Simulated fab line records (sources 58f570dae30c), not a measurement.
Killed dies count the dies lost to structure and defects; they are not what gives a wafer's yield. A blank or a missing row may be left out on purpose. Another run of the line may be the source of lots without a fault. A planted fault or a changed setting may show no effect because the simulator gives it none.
Which of the tools did it? | flow berkeley-cmos170 | Sampling: 14 lots, 42 wafers, 4 of 331 route steps

== WHAT THE GAUGES READ, wafer by wafer ==
UCB170_ACTIVE_THK_MEAS_03.
lot  | measured    | on            | ACTIVE_OXIDE_THK (nm)
L846 | day 3 22:34 | film-metro-04 | 26.9 26.8 26.9
L848 | day 4 03:08 | film-metro-01 | 26.4 26.1 26.5
L849 | day 4 16:41 | film-metro-02 | 25.9 25.5 25.6
L850 | day 4 16:41 | film-metro-01 | 26.8 26.2 26.4
L851 | day 5 07:13 | film-metro-02 | 26.9 26.8 27.4
L852 | day 5 07:13 | film-metro-01 | 27.3 27.5 27.5
L855 | day 6 03:01 | film-metro-02 | 26.1 26.6 26.1
L854 | day 6 03:03 | film-metro-01 | 26.1 25.9 25.6
L856 | day 6 03:05 | film-metro-02 | 25.9 26.4 26.3
L857 | day 6 03:05 | film-metro-01 | 26.2 26.6 26.3
L859 | day 7 05:16 | film-metro-01 | 26.2 26.2 26.1
L862 | day 7 07:34 | film-metro-01 | 26.5 26.8 27.1
L865 | day 8 02:37 | film-metro-01 | 27.1 26.7 26.8
L869 | day 8 14:30 | film-metro-02 | 26.1 25.9 25.9

UCB170_FIELD_THK_MEAS_90.
lot  | measured    | on            | FIELD_OXIDE_LEFT_1_THK (nm)
L846 | day 4 21:37 | film-metro-02 | 450 452 447
L848 | day 5 05:35 | film-metro-03 | 425 425 425
L849 | day 5 20:29 | film-metro-03 | 443 435 446
L850 | day 5 20:29 | film-metro-02 | 445 437 440
L851 | day 6 09:08 | film-metro-03 | 438 427 433
L852 | day 6 09:05 | film-metro-03 | 455 459 450
L855 | day 7 04:02 | film-metro-02 | 473 478 478
L854 | day 7 04:04 | film-metro-03 | 462 462 471
L856 | day 7 04:06 | film-metro-04 | 453 458 449
L857 | day 7 04:02 | film-metro-04 | 446 448 451
L859 | day 8 05:37 | film-metro-02 | 428 431 435
L862 | day 8 05:37 | film-metro-04 | 455 443 453
L865 | day 8 23:33 | film-metro-02 | 438 444 438
L869 | day 9 12:40 | film-metro-04 | 417 420 429

UCB170_NVT_OVL_MEAS_06.
lot  | measured    | on         | NVT_OVL (nm)
L846 | day 5 13:34 | overlay-01 | 5 7 13
L848 | day 5 21:28 | overlay-01 | -2 -3 -2
L849 | day 6 12:34 | overlay-01 | 7 13 12
L850 | day 6 12:20 | overlay-01 | -2 -1 -2
L851 | day 7 00:45 | overlay-01 | -1 4 2
L852 | day 7 01:05 | overlay-02 | 3 5 5
L855 | day 7 16:40 | overlay-02 | 6 12 5
L854 | day 7 16:57 | overlay-02 | -2 11 1
L856 | day 7 17:35 | overlay-01 | -7 -5 -2
L857 | day 7 17:19 | overlay-01 | 269 276 274
L859 | day 8 19:29 | overlay-02 | 279 271 277
L862 | day 8 19:46 | overlay-01 | 3 2 7
L865 | day 9 14:31 | overlay-01 | -1 -1 7
L869 | day 9 22:59 | overlay-01 | 1 -7 -6

== WHICH TOOL RAN EACH LOT (tool, then ch and the chambers of the sampled wafers, then the start) ==
lot  | UCB170_NVT_EXPOSE_03
L846 | krf-scanner-02 ch 0, day 5 13:02
L848 | krf-scanner-02 ch 0, day 5 21:04
L849 | krf-scanner-02 ch 0, day 6 11:45
L850 | krf-scanner-01 ch 0, day 6 11:31
L851 | krf-scanner-02 ch 0, day 7 00:21
L852 | krf-scanner-01 ch 0, day 7 00:36
L855 | krf-scanner-02 ch 0, day 7 15:41
L854 | krf-scanner-01 ch 0, day 7 15:59
L856 | krf-scanner-01 ch 0, day 7 16:25
L857 | krf-scanner-02 ch 0, day 7 16:10
L859 | krf-scanner-02 ch 0, day 8 18:54
L862 | krf-scanner-01 ch 0, day 8 19:08
L865 | krf-scanner-01 ch 0, day 9 14:08
L869 | krf-scanner-01 ch 0, day 9 22:23
- UCB170_NVT_EXPOSE_03: exposes mask PWELL, target cd 3000 nm.

== AS READ BY THE TOOLS THEMSELVES (means over the sampled wafers that have a number; for cases with no such wafer, the mark the record gives instead) ==
The record holds no such reading with a usual standard deviation.

== THE ANSWER, worked out from the rows above alone ==
Rule: the lots themselves supply what counts as usual. Put in order of their means at a reading, lots are off if they are a third of the lots or fewer, leave a main group of 4 or more, and stand apart from it by a gap of 3 or more times the standard deviation of the main group's means; of several such gaps the widest counts. A main group is skipped when, at the precision printed for the reading in the tables above, its means are all equal. Also off: a lot with no number at a reading for which 4 or more lots have one. Any other lot the step has rows for is counted as sound. The gauges are gone through in route order, then the tools' own readings, and for those a lot's mean is taken as printed above. At the first step where some lot is off, the reading lying furthest off is the one used; lots without a number count as furthest.
Off: at UCB170_NVT_OVL_MEAS_06 (NVT_OVL), L857, L859. For the main group the mean is 2 nm and the standard deviation 4.7.
A tool fits if, at a process step before that reading, it ran every lot that is off, and no sound lot after the first of them. Gauges at UCB170_NVT_OVL_MEAS_06: tried the same way as those tools. One fits: UCB170_NVT_EXPOSE_03 on krf-scanner-02. Its last sound lot is L855 (day 7 15:41), its first lot that is off L857 (day 7 16:10): a fault that began between those two fits.

== WHAT HAD BEEN PUT IN BY THE SIMULATOR ==
Scanner matching overlay: krf-scanner-02, from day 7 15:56 on, at UCB170_NVT_EXPOSE_03. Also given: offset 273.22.
Shown lots that were struck: L857, L859. This agrees with what the rule above found.
